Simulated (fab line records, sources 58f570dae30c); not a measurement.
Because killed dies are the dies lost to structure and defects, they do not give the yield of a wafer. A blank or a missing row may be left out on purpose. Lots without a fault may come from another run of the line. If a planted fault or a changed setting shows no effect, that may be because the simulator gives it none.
One fault through the eyes of 2 desks	flow berkeley_cmos170	each desk has only its own numbers; what lay behind them comes last

## THE TOOL OWNER'S DESK: implanter-03
The tool's own readings at UCB170_NLDD_IMPLANT_08, given as means over the sampled wafers that have a number, one for each lot that went through this tool. Any lot whose mean is over 4 standard deviations away from the usual mean is out of limits and marked OUT; that distance is given in the brackets.
Columns: A = dose_ions_cm2 at UCB170_NLDD_IMPLANT_08, usual 4.999e+13; B = end_station_pressure_torr at UCB170_NLDD_IMPLANT_08, usual 5.11e-06 Torr
lot	first seen here	A	B
L965	day 6 05:49	4.998e+13	4.99e-06
L966	day 6 16:32	5.003e+13	5.07e-06
L969	day 6 23:27	5.003e+13	5.14e-06
L968	day 7 00:20	5.000e+13	5.03e-06
L971	day 7 13:23	4.994e+13	5.17e-06
L974	day 8 01:22	5.001e+13	5.01e-06
L972	day 8 02:34	4.997e+13	5.16e-06
This desk's verdict: no lot among the 7 shows anything out of limits.

## AT THE METROLOGY DESK
What the gauges read for every lot (on any tool): the sampled wafers with a number, averaged. Any lot whose mean is over 4 standard deviations away from the usual mean is out of limits and marked OUT; that distance is given in the brackets.
Columns: A = INCOMING_BOW at UCB170_START_BOW_MEAS_00, usual 0 um; B = GATE_OVL at UCB170_GATE_OVL_MEAS_13, usual -2 nm; C = NLDD_TW at UCB170_NLDD_TW_MEAS_11, usual 2200; D = NLDD_RS at UCB170_SDANNEAL_RS_MEAS_05, usual 616.0 ohm/sq; E = M3_OVL at UCB170_M3_OVL_MEAS_16, usual -2 nm
lot	first seen here	A	B	C	D	E
L965	day 1 10:01	-5	-6	2212	614.3	9
L966	day 1 15:00	0	-8	2219	616.0	-1
L967	day 1 20:02	-10	-2	2222	613.8	1
L968	day 2 01:02	-1	0	2215	616.5	-3
L969	day 2 06:00	-1	3	2217	614.3	-8
L970	day 2 11:00	-1	-6	2184	617.8	5
L971	day 2 16:00	4	1	2184	614.2	-4
L972	day 2 21:01	-4	2	2132	654.3 (+24) OUT	-7
L974	day 3 07:00	-3	-7	2186	614.6	2
L984	day 5 09:00	3	-6	2210	616.2	5
L985	day 5 14:01	0	2	2175	617.4	-3
L987	day 6 00:01	-5	-1	2201	616.8	-1
L988	day 6 05:03	2	-1	2177	617.8	1
This desk's finding: out of limits on L972; first on L972, day 8 12:05 (NLDD_RS at UCB170_SDANNEAL_RS_MEAS_05). L965, L966, L967, L968, L969, L970, L971, L974, L984, L985, L987, L988: within limits.

## ALL TOGETHER
The metrology desk could have raised an alarm at day 8 12:05, on L972.
Nothing out of limits was seen by the tool owner's desk.
Tool owner's desk: L972 on record, inside its limits.
All the named lots went through UCB170_NLDD_IMPLANT_08 on implanter-03.

## WHAT HAD BEEN PUT IN BY THE SIMULATOR
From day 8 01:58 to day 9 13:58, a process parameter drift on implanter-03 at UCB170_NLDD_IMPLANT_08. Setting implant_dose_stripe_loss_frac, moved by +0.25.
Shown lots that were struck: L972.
Time in hours between the start of the fault and the first out-of-limits reading at each desk: metrology desk, 10.
